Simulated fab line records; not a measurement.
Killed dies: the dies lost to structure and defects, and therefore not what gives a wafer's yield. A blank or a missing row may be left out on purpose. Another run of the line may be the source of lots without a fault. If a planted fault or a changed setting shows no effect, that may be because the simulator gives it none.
A lot that was struck, set against a sound lot ; flow rit-cmos ; 17 out of 202 route steps
Sound: these wafers, L288.2, L288.3, L288.6. Struck: wafers L308.1, L308.3, L308.6. At the end, the cause is stated.
Each step with rows lists, per side, the tool, then ch with its chambers, then its first start. Under that, the readings that differ: sound wafers ; struck wafers ; difference of the means ; sigmas: that difference in standard deviations of wafers without a fault.
alike: same words and numbers on both sides, and readings whose means sit less than 2 such deviations apart. not compared: any withheld reading, any reading some wafer has no value for, any bound like >300 that may hide the same value, and any number with overlapping values for which the record gives no deviation.
Wherever a step has rows on one side only, a row that says differs or no value, or a row with sigmas, the two part there. Numbers that don't overlap but have no deviation are shown without sigmas and don't part them. A reading missing from all wafers of one side parts the sides only when that side holds two or more wafers.

first, 2 steps without rows for these wafers: RIT_NRETRO_HARDBAKE_07 (time 120 s); RIT_NRETRO_IMPLANT_08.
RIT_NRETRO_STRIP_09: strips in O2, time 180 s.
  sound on plasma-asher-01 ch 0,1, day 2 22:35; struck on plasma-asher-02 ch 0,1, day 7 04:41
  alike: drypump-motor-current-A
  not compared: rf-hours-counter-h
RIT_NRETRO_TW_MEAS_10:
  struck on film-metro-03, day 7 04:52; sound on film-metro-02, day 2 22:46
  alike: NRETRO_TW
then, 6 steps without rows for these wafers: RIT_PRETRO_HMDS_00 (prime time 60 s); RIT_PRETRO_COAT_01 (resist thk 1300 nm); RIT_PRETRO_SOFTBAKE_02 (time 60 s); RIT_PRETRO_EXPOSE_03 (exposes mask M5, target cd 43700 nm); RIT_PRETRO_PEB_04; RIT_PRETRO_DEVELOP_05 (develop time 68 s).
RIT_PRETRO_OVL_MEAS_06:
  struck on overlay-02, day 7 05:49; sound on overlay-02, day 2 23:42
  alike: PRETRO_OVL
then, 1 step without rows for these wafers: RIT_PRETRO_HARDBAKE_07 (time 120 s).
RIT_PRETRO_IMPLANT_08:
  sound on implanter-02 ch 0, day 3 00:01; struck on implanter-02 ch 0, day 7 06:05
reading;sound;struck;difference;sigmas
beam-on-s (s);10.22 9.71 9.64;12.10 11.84 12.27;+2.21;+12
end-station-pressure-torr (Torr);5.15e-06 5.03e-06 4.91e-06;8.717e-05 9.753e-05 8.856e-05;+8.606e-05;+99 or more
faraday-current-uA;37.2 39.1 39.5;31.9 32.4 31.3;-6.7;-9
RIT_PRETRO_STRIP_09: strips in O2, time 180 s.
  sound on plasma-asher-03 ch 0,1, day 3 00:08; struck on plasma-asher-02 ch 0,1, day 7 06:14
  alike: drypump-motor-current-A
  not compared: rf-hours-counter-h
RIT_PRETRO_TW_MEAS_10:
  struck on film-metro-03, day 7 06:25; sound on film-metro-01, day 3 00:19
reading;sound;struck;difference;sigmas
PRETRO_TW;476 476 474;512 511 513;+37;+9
then, 1 step without rows for these wafers: RIT_GATE_WET_ETCH_00 (etches SiO2 in BOE, target depth 56 nm, time 60 s).
RIT_M1_PROBE_99:
  struck on prober-02, day 8 08:41; sound on prober-02, day 4 01:26
reading;sound;struck;difference;sigmas
model.etest.nmos_0p3.r-on-ohm-um;2163 2164 2197;2236 2241 2289;+81;
model.etest.nmos-turned.drive-ua-um;342.8 335.8 334.2;283.9 278.5 276.9;-57.8;
model.etest.nmos_0p15.drive-ua-um;480.3 475.6 476.5;446.4 440.2 433.7;-37.4;
model.etest.nmos_0p3.drive-ua-um;228 228 225.9;211.7 210.7 205.8;-17.9;
model.etest.nmos-narrow.drive-ua-um;226.9 229.3 224.7;205.3 205.4 198.1;-24.0;
model.etest.retro-edge-nmos.off-log10-a-um;-9.673 -9.596 -9.606;-10.63 -10.64 -10.7;-1.03;
model.etest.nmos_0p15.off-log10-a-um;-9.796 -9.738 -9.608;-10.62 -10.76 -10.76;-1.00;
model.etest.diode-nplus-pwell.bv-v (V);5.939 5.923 5.936;5.699 5.705 5.691;-0.234;
  alike: killed-at-front-end, killed-dies, killed-open, killed-short

WHERE THEY PART
First at RIT_PRETRO_IMPLANT_08; last, within this record, at RIT_PRETRO_TW_MEAS_10. Later steps at which nothing parts them and some readings are alike: RIT_M1_PROBE_99.

WHY: whatever the simulator had introduced
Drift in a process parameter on implanter-02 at RIT_PRETRO_IMPLANT_08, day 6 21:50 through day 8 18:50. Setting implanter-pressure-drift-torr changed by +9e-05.
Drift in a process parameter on implanter-02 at RIT_PRETRO_IMPLANT_08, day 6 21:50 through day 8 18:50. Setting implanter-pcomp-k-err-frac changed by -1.
